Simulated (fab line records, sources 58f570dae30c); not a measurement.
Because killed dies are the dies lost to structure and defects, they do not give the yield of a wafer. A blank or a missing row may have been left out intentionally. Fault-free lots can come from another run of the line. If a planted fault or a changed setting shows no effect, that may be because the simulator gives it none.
fab line records ; flow berkeley_cmos170
record lots=16; wafers=48; last_day=12
route steps=331 shown GATE@130 NSD@207 V2@295 M3@329
lots with no fault: from the same line, run without faults
start_h: hours from the record's first day to the start of the lot's first wafer shown ; wait_h: hours from the lot's prior step to this one ; " same as the row above ; L1.1+2: one row covering several wafers at once ; - either no value or no given start ; * or withheld: withheld ; < > ~ a bound
route shown NAME@n: names a module that has steps shown in the file, with the first one's number in the route ; usual: the fault-free wafers' mean and standard deviation ; same: alike in all rows ; chamber/n: place in a boat ; sites: the reading at each site ; _std_site: the values' standard deviation ; _edge_site: mean of outer sites minus mean of inner sites ; radius_mm: for every site, how far away it sits from the centre of the wafer ; mask NAME#n: copy n ; behind: tool/chamber where the wafer was last shaped ; hold: why the lot was held/for how many hours/how that ended ; device: whichever transistor did not switch (one of n, p or np) ; end of line: tests of these same wafers at the route's end ; a step with no rows: only its recipe ; killed: not the wafer's yield, but the dies lost to structure and defects at the first sort ; map: dies across one wafer; x = killed, . = not, _ = none there
set.NAME: setting as actually run; set.NAME@STEP: the setting as run at that earlier step ; model.NAME: the simulator's own value behind a step, which no gauge read
one table for each step of the route and one row for each wafer, over a sample of lots
services: a tool's chamber out of use, with start hour (start_h, from the record's first day; less than 0 if before it), hours out, and reason
## steps
# step UCB170_GATE_CVD_04
# recipe material=poly-Si; temp_c=610; precursor=SiH4; time_s=1440; pressure_mtorr=375; target_thk_nm=214; sih4_flow_sccm=120
# usual pressure_mtorr=375.1/0.64; spike_tc_centre_C=612.5/1.2; spike_tc_load_C=629.8/2.1; spike_tc_source_C=631.0/2.5; susceptor_temp_C=610.00/0.28
lot.wafer;tool;chamber;start_h;wait_h;pressure_mtorr;spike_tc_centre_C;spike_tc_load_C;spike_tc_source_C;susceptor_temp_C
L540.4;lpcvd-02;1;130.75;0.0;375.8;614.4;626.3;633.2;610.05
L540.5;lpcvd-02;1;130.75;0.0;374.6;614.0;628.4;632.7;610.06
L540.6;lpcvd-02;1;130.75;0.0;374.8;612.9;629.4;634.2;609.71
L541.1;lpcvd-02;1;137.22;0.0;375.7;612.5;627.1;634.6;610.46
L541.4;lpcvd-02;1;137.22;0.0;375.0;611.9;627.1;634.4;609.85
L541.6;lpcvd-02;1;137.22;0.0;375.3;613.1;629.3;635.8;610.32
L542.2;lpcvd-02;0;137.22;0.0;374.9;612.7;630.4;627.8;609.69
L542.4;lpcvd-02;0;137.22;0.0;374.8;613.9;629.6;628.3;609.44
L542.5;lpcvd-02;0;137.22;0.0;375.7;613.7;628.8;627.6;609.03
L543.2;lpcvd-02;1;137.22;0.0;374.5;612.5;628.4;632.5;610.16
L543.5;lpcvd-02;1;137.22;0.0;375.8;613.3;629.0;633.2;610.19
L543.6;lpcvd-02;1;137.22;0.0;374.9;611.9;627.8;631.7;610.14
L545.1;lpcvd-02;0;149.41;1.2;374.8;612.2;631.1;629.4;610.10
L545.3;lpcvd-02;0;149.41;1.2;375.9;612.4;628.1;625.8;610.19
L545.6;lpcvd-02;0;149.41;1.2;374.7;610.9;629.5;626.8;609.85
L547.2;lpcvd-02;1;161.48;0.2;374.6;611.2;627.3;632.9;610.09
L547.5;lpcvd-02;1;161.48;0.2;374.4;613.8;626.7;633.7;609.79
L547.6;lpcvd-02;1;161.48;0.2;375.4;611.8;627.0;631.6;609.88
L548.2;lpcvd-01;0;171.66;0.0;374.6;612.0;628.7;631.7;610.05
L548.3;lpcvd-01;0;171.66;0.0;374.8;611.6;628.6;631.6;610.49
L548.4;lpcvd-01;0;171.66;0.0;374.5;613.6;628.8;631.7;609.77
L550.1;lpcvd-01;1;171.66;0.0;374.0;612.7;633.4;629.8;610.33
L550.5;lpcvd-01;1;171.66;0.0;375.4;613.8;633.6;630.0;610.02
L550.6;lpcvd-01;1;171.66;0.0;373.4;614.3;632.1;630.4;610.20
L549.2;lpcvd-01;1;179.92;0.0;375.8;594.1;610.1;610.0;589.38
L549.4;lpcvd-01;1;179.92;0.0;374.4;594.1;612.0;609.9;589.61
L549.6;lpcvd-01;1;179.92;0.0;374.5;593.9;612.0;611.8;589.34
L551.4;lpcvd-01;0;193.55;0.0;374.7;591.9;608.3;612.2;589.07
L551.5;lpcvd-01;0;193.55;0.0;375.2;590.8;608.1;611.6;589.05
L551.6;lpcvd-01;0;193.55;0.0;376.1;589.9;609.5;611.8;588.90
L552.1;lpcvd-01;0;193.55;0.0;375.4;590.6;610.0;609.3;588.97
L552.4;lpcvd-01;0;193.55;0.0;374.9;590.1;608.7;611.5;588.98
L552.5;lpcvd-01;0;193.55;0.0;374.6;591.2;608.2;610.7;589.09
L553.3;lpcvd-01;0;193.55;0.0;375.6;589.9;606.7;610.8;589.55
L553.4;lpcvd-01;0;193.55;0.0;374.9;589.7;609.2;611.0;589.31
L553.6;lpcvd-01;0;193.55;0.0;375.6;589.8;608.9;610.7;589.34
L557.1;lpcvd-02;1;212.30;0.6;375.4;610.7;627.7;634.7;609.64
L557.5;lpcvd-02;1;212.30;0.6;374.1;612.3;628.9;633.8;609.80
L557.6;lpcvd-02;1;212.30;0.6;373.8;610.9;629.4;633.4;610.33
L560.3;lpcvd-02;0;231.63;0.0;376.1;613.0;628.9;627.6;610.07
L560.5;lpcvd-02;0;231.63;0.0;375.5;610.5;629.5;625.0;609.76
L560.6;lpcvd-02;0;231.63;0.0;375.7;611.6;629.0;626.4;610.18
L561.1;lpcvd-02;0;231.63;0.0;375.2;611.1;628.8;628.9;609.42
L561.4;lpcvd-02;0;231.63;0.0;374.6;611.2;628.1;627.9;609.70
L561.5;lpcvd-02;0;231.63;0.0;373.9;612.7;630.4;628.2;609.94
L562.2;lpcvd-02;1;231.63;0.0;375.4;613.6;627.0;633.9;610.38
L562.3;lpcvd-02;1;231.63;0.0;375.8;612.9;628.6;633.5;609.58
L562.4;lpcvd-02;1;231.63;0.0;375.6;612.2;628.3;634.8;609.83
# step UCB170_GATE_THK_MEAS_05
# recipe reads=poly-Si_of_GATE_CVD_04
# usual GATE_POLY_THK=214.5/2.1
lot.wafer;tool;chamber;start_h;wait_h;GATE_POLY_THK[nm]
L540.4;film_metro-03;-;132.18;0.0;211.8
L540.5;film_metro-03;-;132.18;0.0;210.4
L540.6;film_metro-03;-;132.18;0.0;211.1
L541.1;film_metro-01;-;138.62;0.0;215.4
L541.4;film_metro-01;-;138.62;0.0;216.5
L541.6;film_metro-01;-;138.62;0.0;215.6
L542.2;film_metro-03;-;138.69;0.1;212.0
L542.4;film_metro-03;-;138.69;0.1;212.8
L542.5;film_metro-03;-;138.69;0.1;213.1
L543.2;film_metro-01;-;138.69;0.1;215.6
L543.5;film_metro-01;-;138.69;0.1;213.4
L543.6;film_metro-01;-;138.69;0.1;214.7
L545.1;film_metro-03;-;150.81;0.0;210.5
L545.3;film_metro-03;-;150.81;0.0;212.2
L545.6;film_metro-03;-;150.81;0.0;212.4
L547.2;film_metro-02;-;162.89;0.0;216.2
L547.5;film_metro-02;-;162.89;0.0;215.2
L547.6;film_metro-02;-;162.89;0.0;213.5
L550.1;film_metro-02;-;173.06;0.0;216.1
L550.5;film_metro-02;-;173.06;0.0;215.0
L550.6;film_metro-02;-;173.06;0.0;214.8
L548.2;film_metro-03;-;173.07;0.0;217.0
L548.3;film_metro-03;-;173.07;0.0;216.8
L548.4;film_metro-03;-;173.07;0.0;216.3
L549.2;film_metro-03;-;181.33;0.0;126.4
L549.4;film_metro-03;-;181.33;0.0;126.1
L549.6;film_metro-03;-;181.33;0.0;128.3
L552.1;film_metro-03;-;194.96;0.0;126.0
L552.4;film_metro-03;-;194.96;0.0;127.4
L552.5;film_metro-03;-;194.96;0.0;127.1
L551.4;film_metro-02;-;194.98;0.0;131.3
L551.5;film_metro-02;-;194.98;0.0;129.2
L551.6;film_metro-02;-;194.98;0.0;131.4
L553.3;film_metro-02;-;195.03;0.1;130.4
L553.4;film_metro-02;-;195.03;0.1;129.8
L553.6;film_metro-02;-;195.03;0.1;132.3
L557.1;film_metro-03;-;213.70;0.0;212.0
L557.5;film_metro-03;-;213.70;0.0;211.2
L557.6;film_metro-03;-;213.70;0.0;212.1
L561.1;film_metro-03;-;233.73;0.0;213.7
L561.4;film_metro-03;-;233.73;0.0;212.7
L561.5;film_metro-03;-;233.73;0.0;215.6
L562.2;film_metro-02;-;233.74;0.0;215.5
L562.3;film_metro-02;-;233.74;0.0;215.3
L562.4;film_metro-02;-;233.74;0.0;215.6
L560.3;film_metro-01;-;233.75;0.0;217.1
L560.5;film_metro-01;-;233.75;0.0;214.4
L560.6;film_metro-01;-;233.75;0.0;215.7
# step UCB170_GATE_ETCH_15
# recipe chemistry=HBr/Cl2; target=poly-Si; stop_on=SiO2; over_etch_frac=0.3; icp_w=300; bias_w=150; time_s=56.3; pressure_mtorr=15; HBr_flow_sccm=150; Cl2_flow_sccm=50; target_depth_a=2782
# usual drypump_motor_current_A=5.8/0.33; oes_product_au=0.832/0.014; throttle_valve_pct=26.51/0.23
lot.wafer;tool;chamber;start_h;wait_h;drypump_motor_current_A;oes_product_au;rf_hours_counter_h;throttle_valve_pct
L540.4;rie_si-02;3;133.38;-;5.7;0.815;78;26.27
L540.5;rie_si-02;3;133.38;-;5.7;0.811;-;26.26
L540.6;rie_si-02;0;133.38;-;5.9;0.811;-;26.88
L541.1;rie_si-01;3;140.06;-;6.5;0.844;74;26.26
L541.4;rie_si-01;2;140.06;-;5.7;0.815;77;26.58
L541.6;rie_si-01;2;140.06;-;5.7;0.821;-;26.60
L543.2;rie_si-01;0;140.33;-;5.5;0.859;2;26.48
L543.5;rie_si-01;0;140.33;-;5.4;0.855;-;26.48
L543.6;rie_si-01;3;140.33;-;6.5;0.837;-;26.25
L542.2;rie_si-02;0;140.53;-;5.9;0.808;122;26.90
L542.4;rie_si-02;3;140.53;-;5.7;0.824;-;26.26
L542.5;rie_si-02;2;140.53;-;5.6;0.832;-;26.89
L545.1;rie_si-01;3;152.32;-;6.6;0.829;74;26.25
L545.3;rie_si-01;2;152.32;-;5.7;0.815;78;26.61
L545.6;rie_si-01;0;152.32;-;5.5;0.853;-;26.46
L547.2;rie_si-02;3;164.31;-;5.7;0.823;78;26.27
L547.5;rie_si-02;0;164.31;-;5.9;0.813;-;26.90
L547.6;rie_si-02;3;164.31;-;5.7;0.824;-;26.27
L550.1;rie_si-02;2;174.31;-;5.6;0.834;84;26.88
L550.5;rie_si-02;3;174.31;-;5.7;0.826;-;26.29
L550.6;rie_si-02;1;174.31;-;5.3;0.824;-;26.53
L548.2;rie_si-01;2;174.53;-;5.7;0.824;78;26.60
L548.3;rie_si-01;0;174.53;-;5.5;0.870;2;26.45
L548.4;rie_si-01;1;174.53;-;5.7;0.833;1;26.32
L549.2;rie_si-02;3;182.55;-;5.7;0.599;78;26.27
L549.4;rie_si-02;2;182.55;-;5.6;0.604;-;26.88
L549.6;rie_si-02;1;182.55;-;5.3;0.604;-;26.52
L551.4;rie_si-01;2;196.39;-;5.6;0.611;78;26.61
L551.5;rie_si-01;2;196.39;-;5.7;0.602;-;26.59
L551.6;rie_si-01;1;196.39;-;5.7;0.621;-;26.33
L552.1;rie_si-02;3;196.65;-;5.7;0.603;78;26.27
L552.4;rie_si-02;0;196.65;-;5.9;0.613;0;26.77
L552.5;rie_si-02;1;196.65;-;5.3;0.602;-;26.51
L553.3;rie_si-01;2;196.67;-;5.7;0.606;78;26.61
L553.4;rie_si-01;3;196.67;-;6.5;0.610;74;26.25
L553.6;rie_si-01;0;196.67;-;5.4;0.632;-;26.48
L557.1;rie_si-02;1;215.04;-;5.3;0.815;5;26.52
L557.5;rie_si-02;0;215.04;-;5.9;0.829;-;26.77
L557.6;rie_si-02;3;215.04;-;5.7;0.825;-;26.27
L561.1;rie_si-02;2;234.97;-;5.6;0.830;84;26.89
L561.4;rie_si-02;1;234.97;-;5.3;0.820;5;26.52
L561.5;rie_si-02;3;234.97;-;5.7;0.821;-;26.27
L560.3;rie_si-01;3;235.24;-;6.5;0.839;74;26.26
L560.5;rie_si-01;3;235.24;-;6.5;0.827;-;26.26
L560.6;rie_si-01;2;235.24;-;5.6;0.822;-;26.61
L562.2;rie_si-02;3;235.45;-;5.7;0.828;78;26.26
L562.3;rie_si-02;2;235.45;-;5.7;0.840;84;26.89
L562.4;rie_si-02;1;235.45;-;5.3;0.824;5;26.52
# step UCB170_SDANNEAL_RS_MEAS_03
# recipe thk_meas_gauge=four-point-probe
# usual NSD_RS=37.28/0.095
lot.wafer;tool;chamber;start_h;wait_h;NSD_RS[ohm/sq]
L540.4;film_metro-04;-;148.21;0.1;37.26
L540.5;film_metro-04;-;148.21;0.1;37.19
L540.6;film_metro-04;-;148.21;0.1;37.15
L541.1;film_metro-01;-;155.92;0.1;37.31
L541.4;film_metro-01;-;155.92;0.1;37.33
L541.6;film_metro-01;-;155.92;0.1;37.29
L543.2;film_metro-01;-;156.48;0.1;37.26
L543.5;film_metro-01;-;156.48;0.1;37.25
L543.6;film_metro-01;-;156.48;0.1;37.29
L542.2;film_metro-02;-;156.69;0.1;37.29
L542.4;film_metro-02;-;156.69;0.1;37.36
L542.5;film_metro-02;-;156.69;0.1;37.36
L545.1;film_metro-02;-;168.45;0.1;37.26
L545.3;film_metro-02;-;168.45;0.1;37.41
L545.6;film_metro-02;-;168.45;0.1;37.28
L547.2;film_metro-02;-;181.52;0.1;37.34
L547.5;film_metro-02;-;181.52;0.1;37.35
L547.6;film_metro-02;-;181.52;0.1;37.45
L550.1;film_metro-02;-;188.60;0.1;37.30
L550.5;film_metro-02;-;188.60;0.1;37.29
L550.6;film_metro-02;-;188.60;0.1;37.32
L548.2;film_metro-04;-;188.62;0.1;37.16
L548.3;film_metro-04;-;188.62;0.1;37.27
L548.4;film_metro-04;-;188.62;0.1;37.11
L549.2;film_metro-01;-;195.27;0.1;37.29
L549.4;film_metro-01;-;195.27;0.1;37.37
L549.6;film_metro-01;-;195.27;0.1;37.45
L551.4;film_metro-02;-;209.67;0.1;37.33
L551.5;film_metro-02;-;209.67;0.1;37.28
L551.6;film_metro-02;-;209.67;0.1;37.27
L552.1;film_metro-04;-;211.44;0.1;37.15
L552.4;film_metro-04;-;211.44;0.1;37.20
L552.5;film_metro-04;-;211.44;0.1;37.24
L553.3;film_metro-02;-;211.93;0.1;37.35
L553.4;film_metro-02;-;211.93;0.1;37.37
L553.6;film_metro-02;-;211.93;0.1;37.34
L557.1;film_metro-02;-;228.07;0.1;37.38
L557.5;film_metro-02;-;228.07;0.1;37.37
L557.6;film_metro-02;-;228.07;0.1;37.37
L561.1;film_metro-04;-;249.77;0.1;37.14
L561.4;film_metro-04;-;249.77;0.1;37.19
L561.5;film_metro-04;-;249.77;0.1;37.24
L560.3;film_metro-01;-;249.91;0.1;37.36
L560.5;film_metro-01;-;249.91;0.1;37.39
L560.6;film_metro-01;-;249.91;0.1;37.26
L562.2;film_metro-04;-;250.27;0.1;37.19
L562.3;film_metro-04;-;250.27;0.1;37.22
L562.4;film_metro-04;-;250.27;0.1;37.14
# step UCB170_V2_BOW_MEAS_03
# recipe mode=bow
# usual V2_BOW=36/6.9
lot.wafer;tool;chamber;start_h;wait_h;V2_BOW[um]
L540.4;film_metro-01;-;165.66;0.3;38
L540.5;film_metro-01;-;165.66;0.3;41
L540.6;film_metro-01;-;165.66;0.3;37
L543.2;film_metro-01;-;175.23;0.1;38
L543.5;film_metro-01;-;175.23;0.1;40
L543.6;film_metro-01;-;175.23;0.1;46
L542.2;film_metro-02;-;175.29;0.2;48
L542.4;film_metro-02;-;175.29;0.2;39
L542.5;film_metro-02;-;175.29;0.2;51
L541.1;film_metro-03;-;175.60;0.1;31
L541.4;film_metro-03;-;175.60;0.1;38
L541.6;film_metro-03;-;175.60;0.1;41
L545.1;film_metro-01;-;189.65;0.2;40
L545.3;film_metro-01;-;189.65;0.2;43
L545.6;film_metro-01;-;189.65;0.2;36
L547.2;film_metro-01;-;201.74;0.1;32
L547.5;film_metro-01;-;201.74;0.1;38
L547.6;film_metro-01;-;201.74;0.1;32
L548.2;film_metro-02;-;208.86;0.2;20
L548.3;film_metro-02;-;208.86;0.2;26
L548.4;film_metro-02;-;208.86;0.2;29
L550.1;film_metro-01;-;209.39;0.1;35
L550.5;film_metro-01;-;209.39;0.1;32
L550.6;film_metro-01;-;209.39;0.1;30
L549.2;film_metro-02;-;212.43;0.2;40
L549.4;film_metro-02;-;212.43;0.2;47
L549.6;film_metro-02;-;212.43;0.2;45
L551.4;film_metro-03;-;226.11;0.3;52
L551.5;film_metro-03;-;226.11;0.3;40
L551.6;film_metro-03;-;226.11;0.3;51
L552.1;film_metro-01;-;231.99;0.2;38
L552.4;film_metro-01;-;231.99;0.2;42
L552.5;film_metro-01;-;231.99;0.2;49
L553.3;film_metro-02;-;232.28;0.2;41
L553.4;film_metro-02;-;232.28;0.2;50
L553.6;film_metro-02;-;232.28;0.2;41
L557.1;film_metro-03;-;243.25;0.1;40
L557.5;film_metro-03;-;243.25;0.1;37
L557.6;film_metro-03;-;243.25;0.1;33
L561.1;film_metro-02;-;271.19;0.2;32
L561.4;film_metro-02;-;271.19;0.2;27
L561.5;film_metro-02;-;271.19;0.2;35
L562.2;film_metro-02;-;271.93;0.3;41
L562.3;film_metro-02;-;271.93;0.3;25
L562.4;film_metro-02;-;271.93;0.3;29
L560.3;film_metro-01;-;272.14;0.2;47
L560.5;film_metro-01;-;272.14;0.2;41
L560.6;film_metro-01;-;272.14;0.2;38
# step UCB170_M3_CD_MEAS_90
# recipe target_cd_nm=700
# usual cd_nm=699.6/2.8
lot.wafer;tool;chamber;start_h;wait_h;cd_nm
L540.4;cd_sem-01;-;170.26;0.1;698.0
L540.5;cd_sem-01;-;170.26;0.1;696.6
L540.6;cd_sem-01;-;170.26;0.1;695.3
L543.2;cd_sem-02;-;180.28;0.1;700.3
L543.5;cd_sem-02;-;180.28;0.1;699.1
L543.6;cd_sem-02;-;180.28;0.1;696.7
L542.2;cd_sem-01;-;180.52;0.1;700.0
L542.4;cd_sem-01;-;180.52;0.1;698.1
L542.5;cd_sem-01;-;180.52;0.1;695.8
L541.1;cd_sem-02;-;180.75;0.1;700.3
L541.4;cd_sem-02;-;180.75;0.1;699.7
L541.6;cd_sem-02;-;180.75;0.1;702.3
L545.1;cd_sem-01;-;194.37;0.1;701.7
L545.3;cd_sem-01;-;194.37;0.1;702.9
L545.6;cd_sem-01;-;194.37;0.1;699.7
L547.2;cd_sem-01;-;206.36;0.1;700.4
L547.5;cd_sem-01;-;206.36;0.1;698.9
L547.6;cd_sem-01;-;206.36;0.1;699.6
L548.2;cd_sem-01;-;213.73;0.3;692.4
L548.3;cd_sem-01;-;213.73;0.3;693.7
L548.4;cd_sem-01;-;213.73;0.3;695.3
L550.1;cd_sem-01;-;214.19;0.2;702.3
L550.5;cd_sem-01;-;214.19;0.2;701.3
L550.6;cd_sem-01;-;214.19;0.2;703.3
L549.2;cd_sem-02;-;217.81;0.1;700.0
L549.4;cd_sem-02;-;217.81;0.1;698.3
L549.6;cd_sem-02;-;217.81;0.1;699.9
L551.4;cd_sem-02;-;231.04;0.1;696.2
L551.5;cd_sem-02;-;231.04;0.1;697.8
L551.6;cd_sem-02;-;231.04;0.1;697.4
L552.1;cd_sem-01;-;237.19;0.1;703.1
L552.4;cd_sem-01;-;237.19;0.1;703.3
L552.5;cd_sem-01;-;237.19;0.1;701.2
L553.3;cd_sem-02;-;237.50;0.1;700.6
L553.4;cd_sem-02;-;237.50;0.1;699.4
L553.6;cd_sem-02;-;237.50;0.1;697.2
L557.1;cd_sem-02;-;248.61;0.1;701.9
L557.5;cd_sem-02;-;248.61;0.1;700.4
L557.6;cd_sem-02;-;248.61;0.1;698.0
L561.1;cd_sem-01;-;276.47;0.1;696.5
L561.4;cd_sem-01;-;276.47;0.1;696.8
L561.5;cd_sem-01;-;276.47;0.1;701.3
L562.2;cd_sem-01;-;277.06;0.1;701.3
L562.3;cd_sem-01;-;277.06;0.1;699.4
L562.4;cd_sem-01;-;277.06;0.1;699.6
L560.3;cd_sem-02;-;277.32;0.1;696.5
L560.5;cd_sem-02;-;277.32;0.1;697.5
L560.6;cd_sem-02;-;277.32;0.1;700.7
## services
tool;chamber;start_h;hours;kind
rie_si-02;1;136.78;9.0;repair
lpcvd-01;-;152.22;6.0;pm
rie_si-02;0;165.07;-;clean
rie_si-02;0;165.07;22.8;scheduled_down
rie_si-02;0;165.07;22.8;vent_cycle
lpcvd-01;-;212.12;2.8;pm
## key
first_sign step=UCB170_GATE_CVD_04; reading=susceptor_temp_C; direction=down; sigmas=74; usual=*; struck=*
effect step=UCB170_GATE_CVD_04; reading=spike_tc_centre_C; direction=down; sigmas=17; usual=612.5; struck=591.3
effect step=UCB170_GATE_THK_MEAS_05; reading=GATE_POLY_THK; direction=down; sigmas=40; usual=214.5; struck=128.8
effect step=UCB170_GATE_ETCH_15; reading=oes_product_au; direction=down; sigmas=16; usual=0.832; struck=0.609
effect step=UCB170_V2_BOW_MEAS_03; reading=V2_BOW; direction=up; sigmas=1.2; usual=36; struck=45
met_at UCB170_GATE_CVD_04
struck_lots L549,L551,L552,L553
tester_left_out L549,L551,L552,L553
not_acting_at UCB170_SDANNEAL_RS_MEAS_03,UCB170_V2_BOW_MEAS_03,UCB170_M3_CD_MEAS_90
onset_between 171.66 179.92
fault kind=process_parameter_drift; tool=lpcvd-01; chamber=-; onset_h=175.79; steps=UCB170_GATE_CVD_04; channel=temp_c; offset=*; shape=step; end_h=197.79; acts_in=*; stated=*
# tester_left_out: of these lots the tester's yield and bins aren't shown, on N5 and GAA mostly nor the transistor test; their killed dies are dies lost to structure and defects alone, not to doping, threshold or leakage, so they don't give the yield
